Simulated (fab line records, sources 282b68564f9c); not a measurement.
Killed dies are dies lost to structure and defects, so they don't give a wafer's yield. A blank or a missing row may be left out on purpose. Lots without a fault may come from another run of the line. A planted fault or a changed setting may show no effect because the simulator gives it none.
fab line records | flow rit_cmos
record lots=14 wafers=42 last_day=7
route steps=202 shown PWELL@45 NLDD@112 PLDD@115 NSD@141 SILICIDE@167
lots that met no fault: from a run of the same line without faults
start_h: hours from the record's first day to the start of the lot's first wafer shown | wait_h: hours since the lot's step before | " the same as in the row above | L1.1+2: a row that stands for several wafers | - no value, or no start given | * or withheld: withheld | < > ~ a bound
route shown NAME@n: a module of which the file shows steps, and the number in the route of the first | usual: mean/standard deviation of fault-free wafers | same: alike in all rows | chamber/n: place in a boat | sites: the reading at each site | _std_site: their standard deviation | _edge_site: outer sites' mean less inner sites' | radius_mm: how far each site lies from the wafer's centre | mask NAME#n: copy n | behind: the tool/chamber that last shaped the wafer | hold: why the lot was held/for how many hours/how that ended | device: the transistor (n, p or np) that didn't switch | end of line: the same wafers' tests at the end of the route | a step without rows: its recipe alone | killed: dies lost to structure and defects at the first sort, not the wafer's yield | map: a wafer's dies, x killed, . not, _ none there
set.NAME: the setting as run; set.NAME@STEP: as run at that earlier step | model.NAME: the simulator's own value behind a step, which no gauge read
steps of the route over a sample of lots; a table a step, a row a wafer
services: from which hour (start_h, from the record's first day; less than 0 if before it) a tool's chamber was out of use, for how many hours, and why
## steps
# step RIT_PWELL_OVL_MEAS_06
# usual PWELL_OVL=0.1/1.7
# columns lot.wafer tool chamber start_h wait_h PWELL_OVL[nm]
L929.1 overlay-01 - 26.88 - 2.9
L929.2 " - " " 0.9
L929.5 " - " " 2.3
L931.1 overlay-01 - 37.36 - 1.4
L931.2 " - " " 3.1
L931.3 " - " " 1.0
L932.1 overlay-01 - 42.14 - -1.0
L932.3 " - " " -1.1
L932.4 " - " " -1.5
L935.1 overlay-01 - 57.05 - 2.9
L935.2 " - " " 2.0
L935.3 " - " " 3.1
L936.1 overlay-01 - 63.13 - -2.1
L936.5 " - " " -2.2
L936.6 " - " " -1.6
L937.2 overlay-02 - 66.98 - -0.2
L937.4 " - " " -2.1
L937.6 " - " " 0.1
L938.1 overlay-01 - 72.04 - 1.7
L938.3 " - " " 2.3
L938.5 " - " " 2.3
L939.2 overlay-01 - 78.62 - -2.9
L939.3 " - " " -2.1
L939.4 " - " " -2.7
L941.1 overlay-01 - 87.64 - -0.9
L941.4 " - " " 0.6
L941.6 " - " " 0.5
L942.1 overlay-02 - 92.02 - -0.1
L942.4 " - " " -1.2
L942.5 " - " " 1.4
L943.2 overlay-02 - 97.34 - 1.6
L943.3 " - " " 0.3
L943.5 " - " " 1.7
L944.3 overlay-02 - 102.39 - -1.9
L944.4 " - " " 0.4
L944.6 " - " " 0.9
L945.1 overlay-02 - 109.87 - -2.4
L945.3 " - " " -2.2
L945.5 " - " " -3.1
L951.1 overlay-01 - 139.81 - -1.5
L951.3 " - " " -2.1
L951.4 " - " " -0.7
# step RIT_NLDD_STRIP_09
# recipe chemistry=O2 time_s=180 resist=NOVOLAK platen_temp_c=withheld power_w=500 pressure_mtorr=4000 o2_flow_sccm=4000
# usual drypump_motor_current_A=6.01/0.29 rf_refl_power_W=6.9/1
# columns lot.wafer tool chamber start_h wait_h drypump_motor_current_A rf_hours_counter_h rf_refl_power_W
L929.1 plasma_asher-04 0 47.33 0.1 6.34 27 6.8
L929.2 " 1 " " 5.85 27 6.6
L929.5 " 1 " " 5.86 - 6.5
L931.1 plasma_asher-01 0 56.39 0.1 6.32 41 5.9
L931.2 " 1 " " 5.68 41 7.0
L931.3 " 0 " " 6.31 - 5.8
L932.1 plasma_asher-01 1 61.72 0.1 5.73 42 7.6
L932.3 " 0 " " 6.31 - 5.9
L932.4 " 1 " " 5.71 - 7.8
L935.1 plasma_asher-04 1 77.22 0.1 5.85 30 6.7
L935.2 " 0 " " 6.39 30 6.7
L935.3 " 1 " " 5.85 - 6.6
L936.1 plasma_asher-04 1 83.49 0.1 5.87 31 6.7
L936.5 " 1 " " 5.87 - 6.4
L936.6 " 0 " " 6.36 - 6.8
L937.2 plasma_asher-03 0 85.94 0.1 5.61 43 5.8
L937.4 " 1 " " 6.05 - 9.0
L937.6 " 0 " " 5.61 - 5.8
L938.1 plasma_asher-04 1 92.28 0.1 5.84 32 6.7
L938.3 " 1 " " 5.87 - 6.4
L938.5 " 0 " " 6.39 - 6.5
L939.2 plasma_asher-03 0 97.33 0.1 5.62 44 5.8
L939.3 " 1 " " 6.07 - 8.9
L939.4 " 0 " " 5.61 - 5.9
L941.1 plasma_asher-03 1 111.86 0.1 6.07 45 9.2
L941.4 " 0 " " 5.62 - 5.7
L941.6 " 1 " " 6.03 - 8.9
L942.1 plasma_asher-04 0 116.48 0.1 6.37 34 6.8
L942.4 " 0 " " 6.41 - 6.8
L942.5 " 1 " " 5.85 - 6.5
L943.2 plasma_asher-04 0 118.70 0.1 6.38 35 6.4
L943.3 " 1 " " 5.85 - 6.6
L943.5 " 1 " " 5.87 - 6.6
L944.3 plasma_asher-04 1 124.27 0.2 5.85 - 6.6
L944.4 " 0 " " 6.38 - 6.8
L944.6 " 1 " " 5.86 - 6.7
L945.1 plasma_asher-01 1 130.86 0.1 5.73 0 7.5
L945.3 " 0 " " 6.31 - 6.0
L945.5 " 0 " " 6.32 - 5.9
L951.1 plasma_asher-04 0 159.80 0.1 6.40 40 6.6
L951.3 " 0 " " 6.40 - 6.6
L951.4 " 1 " " 5.84 - 6.6
# step RIT_PLDD_COAT_01
# recipe resist=NOVOLAK spin_rpm=3250 resist_thk_nm=1000
# usual chill_plate_temp_C=23.01/0.1 dispense_pressure_kPa=53/4.5
# columns lot.wafer tool chamber start_h wait_h chill_plate_temp_C dispense_pressure_kPa
L929.1 litho_track-03 0 47.71 0.1 22.92 58
L929.2 " 0 " " 23.05 58
L929.5 " 0 " " 23.00 58
L931.1 litho_track-01 0 56.77 0.1 23.00 47
L931.2 " 0 " " 22.98 47
L931.3 " 0 " " 23.20 47
L932.1 litho_track-04 0 62.10 0.1 22.85 54
L932.3 " 0 " " 23.07 54
L932.4 " 0 " " 22.98 54
L935.1 litho_track-03 0 77.60 0.1 23.11 58
L935.2 " 0 " " 22.98 58
L935.3 " 0 " " 22.99 58
L936.1 litho_track-03 0 83.87 0.1 23.13 58
L936.5 " 0 " " 23.26 57
L936.6 " 0 " " 23.00 58
L937.2 litho_track-01 0 86.35 0.1 22.98 47
L937.4 " 0 " " 22.96 47
L937.6 " 0 " " 23.02 47
L938.1 litho_track-01 0 92.66 0.1 23.06 47
L938.3 " 0 " " 22.99 47
L938.5 " 0 " " 23.06 47
L939.2 litho_track-01 0 97.74 0.1 22.98 47
L939.3 " 0 " " 23.13 47
L939.4 " 0 " " 22.99 47
L941.1 litho_track-04 0 112.25 0.1 22.91 54
L941.4 " 0 " " 22.81 54
L941.6 " 0 " " 22.99 54
L942.1 litho_track-04 0 116.87 0.1 23.10 54
L942.4 " 0 " " 23.14 54
L942.5 " 0 " " 23.07 54
L943.2 litho_track-03 - 119.11 0.1 - -
L943.3 " - " " - -
L943.5 " - " " - -
L944.3 litho_track-03 - 124.84 0.1 - -
L944.4 " - " " - -
L944.6 " - " " - -
L945.1 litho_track-01 0 131.27 0.1 22.81 47
L945.3 " 0 " " 23.00 47
L945.5 " 0 " " 22.93 47
L951.1 litho_track-04 0 160.19 0.1 22.93 54
L951.3 " 0 " " 23.00 54
L951.4 " 0 " " 22.86 54
# step RIT_PLDD_OVL_MEAS_06
# usual PLDD_OVL=0.0/1.4
# columns lot.wafer tool chamber start_h wait_h PLDD_OVL[nm]
L929.1 overlay-01 - 48.54 - 0.2
L929.2 " - " " -0.1
L929.5 " - " " 0.6
L931.1 overlay-01 - 57.47 - 1.9
L931.2 " - " " 1.4
L931.3 " - " " 2.9
L932.1 overlay-02 - 62.93 - -0.6
L932.3 " - " " 0.1
L932.4 " - " " -0.6
L935.1 overlay-02 - 78.30 - -1.3
L935.2 " - " " -1.6
L935.3 " - " " 0.4
L936.1 overlay-02 - 84.70 - -2.8
L936.5 " - " " -1.8
L936.6 " - " " -2.4
L937.2 overlay-01 - 87.15 - -0.6
L937.4 " - " " 0.3
L937.6 " - " " -1.2
L938.1 overlay-01 - 93.49 - -0.4
L938.3 " - " " 0.0
L938.5 " - " " -0.7
L939.2 overlay-02 - 98.55 - -2.6
L939.3 " - " " -1.5
L939.4 " - " " -1.1
L941.1 overlay-01 - 112.95 - 0.7
L941.4 " - " " 2.0
L941.6 " - " " 1.2
L942.1 overlay-02 - 117.57 - -0.1
L942.4 " - " " 0.7
L942.5 " - " " 0.1
L943.2 overlay-02 - 119.92 - -
L943.3 " - " " -
L943.5 " - " " -
L944.3 overlay-01 - 125.65 - -
L944.4 " - " " -
L944.6 " - " " -
L945.1 overlay-02 - 131.97 - -2.2
L945.3 " - " " -1.7
L945.5 " - " " -1.6
L951.1 overlay-02 - 161.01 - -0.2
L951.3 " - " " 1.3
L951.4 " - " " -0.2
# step RIT_NSD_TW_MEAS_10
# usual NSD_TW=3105/16
# columns lot.wafer tool chamber start_h wait_h hold NSD_TW
L929.1 film_metro-03 - 53.09 0.1 - 3089
L929.2 " - " " - 3075
L929.5 " - " " - 3097
L931.1 film_metro-02 - 62.19 0.1 - 3092
L931.2 " - " " - 3100
L931.3 " - " " - 3089
L932.1 film_metro-03 - 67.48 0.1 - 3080
L932.3 " - " " - 3081
L932.4 " - " " - 3087
L935.1 film_metro-02 - 82.90 0.1 - 3100
L935.2 " - " " - 3098
L935.3 " - " " - 3097
L936.1 film_metro-01 - 89.57 0.1 - 3097
L936.5 " - " " - 3093
L936.6 " - " " - 3096
L937.2 film_metro-02 - 91.74 0.1 - 3096
L937.4 " - " " - 3081
L937.6 " - " " - 3086
L938.1 film_metro-03 - 100.34 0.1 - 3084
L938.3 " - " " - 3091
L938.5 " - " " - 3092
L939.2 film_metro-02 - 103.10 0.1 - 3141
L939.3 " - " " - 3132
L939.4 " - " " - 3114
L941.1 film_metro-02 - 117.57 0.1 - 3110
L941.4 " - " " - 3119
L941.6 " - " " - 3148
L942.1 film_metro-02 - 122.95 0.1 - 3103
L942.4 " - " " - 3105
L942.5 " - " " - 3111
L943.2 film_metro-02 - 124.37 0.1 await_dispo/0.2h/release 3277
L943.3 " - " " await_dispo/0.2h/release 3272
L943.5 " - " " await_dispo/0.2h/release 3269
L943.2 film_metro-02 - 124.59 0.2 - 3268
L943.3 " - " " - 3281
L943.5 " - " " - 3274
L944.3 film_metro-01 - 130.54 0.1 await_dispo/0.2h/release 3286
L944.4 " - " " await_dispo/0.2h/release 3310
L944.6 " - " " await_dispo/0.2h/release 3287
L944.3 film_metro-01 - 130.77 0.2 - 3311
L944.4 " - " " - 3277
L944.6 " - " " - 3308
L945.1 film_metro-03 - 136.53 0.1 - 3101
L945.3 " - " " - 3106
L945.5 " - " " - 3112
L951.1 film_metro-02 - 165.58 0.1 - 3119
L951.3 " - " " - 3129
L951.4 " - " " - 3116
# step RIT_SILICIDE_RTA_06
# recipe temp_c=750 time_s=10 idle_temp_c=25 ramp_up_s=5 ramp_down_s=10 cool_to_c=25 ambient=N2
# usual wafer_temp_C_max=753.1/0.63
# columns lot.wafer tool chamber start_h wait_h wafer_temp_C_max
L929.1 rtp_anneal-01 0 55.93 0.0 752.9
L929.2 " 0 " " 753.7
L929.5 " 0 " " 754.2
L931.1 rtp_anneal-01 0 65.15 0.0 752.4
L931.2 " 0 " " 752.7
L931.3 " 0 " " 754.0
L932.1 rtp_anneal-02 0 70.44 0.0 753.8
L932.3 " 0 " " 751.9
L932.4 " 0 " " 753.6
L935.1 rtp_anneal-01 0 85.73 0.0 752.9
L935.2 " 0 " " 753.5
L935.3 " 0 " " 752.7
L936.1 rtp_anneal-02 0 92.64 0.0 752.5
L936.5 " 0 " " 753.0
L936.6 " 0 " " 753.0
L937.2 rtp_anneal-01 0 94.71 0.0 753.2
L937.4 " 0 " " 752.6
L937.6 " 0 " " 752.8
L938.1 rtp_anneal-02 0 103.21 0.0 753.4
L938.3 " 0 " " 753.2
L938.5 " 0 " " 753.9
L939.2 rtp_anneal-01 0 105.94 0.0 753.1
L939.3 " 0 " " 754.5
L939.4 " 0 " " 751.8
L941.1 rtp_anneal-01 0 120.44 0.0 753.4
L941.4 " 0 " " 753.1
L941.6 " 0 " " 752.4
L942.1 rtp_anneal-02 0 126.11 0.0 752.5
L942.4 " 0 " " 753.3
L942.5 " 0 " " 752.8
L943.2 rtp_anneal-01 0 131.69 0.0 752.9
L943.3 " 0 " " 754.1
L943.5 " 0 " " 752.5
L945.1 rtp_anneal-01 0 139.50 0.0 752.7
L945.3 " 0 " " 753.2
L945.5 " 0 " " 753.9
L944.3 rtp_anneal-02 0 141.14 0.0 753.0
L944.4 " 0 " " 751.5
L944.6 " 0 " " 752.3
L951.1 rtp_anneal-01 0 168.57 0.0 753.4
L951.3 " 0 " " 753.4
L951.4 " 0 " " 753.7
## services
# columns tool chamber start_h hours kind
plasma_asher-03 - 37.01 14.6 pm
rtp_anneal-01 - 38.01 0.9 pm
plasma_asher-01 - 46.03 5.1 repair
plasma_asher-01 - 105.73 12.0 repair
plasma_asher-01 - 117.71 9.0 pm
plasma_asher-01 0 117.71 9.0 vent_cycle
plasma_asher-01 1 117.71 9.0 vent_cycle
plasma_asher-01 0 126.71 - clean
plasma_asher-01 1 126.71 - clean
## key
first_sign step=RIT_PLDD_COAT_01 reading=tool_record direction=missing
effect step=RIT_PLDD_OVL_MEAS_06 reading=PLDD_OVL direction=missing
effect step=RIT_NSD_TW_MEAS_10 reading=NSD_TW direction=up sigmas=11 usual=3105 struck=3283
met_at RIT_PLDD_COAT_01
struck_lots L943,L944
sort_left_out L943.2,L943.3,L943.5,L944.3,L944.4,L944.6
tester_left_out L943,L944
not_acting_at RIT_PWELL_OVL_MEAS_06,RIT_NLDD_STRIP_09,RIT_SILICIDE_RTA_06
onset_between 83.87 119.11
fault kind=skipped_step_whole tool=litho_track-03 chamber=- onset_h=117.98 steps=RIT_PLDD_COAT_01 scope=struck_lots_only
# tester_left_out: of these lots the tester's yield and bins aren't shown, on N5 and GAA mostly nor the transistor test; their killed dies are dies lost to structure and defects alone, not to doping, threshold or leakage, so they don't give the yield
# sort_left_out: the simulated sort isn't trusted on such a fault, so these wafers' sort isn't shown, and their yield isn't known
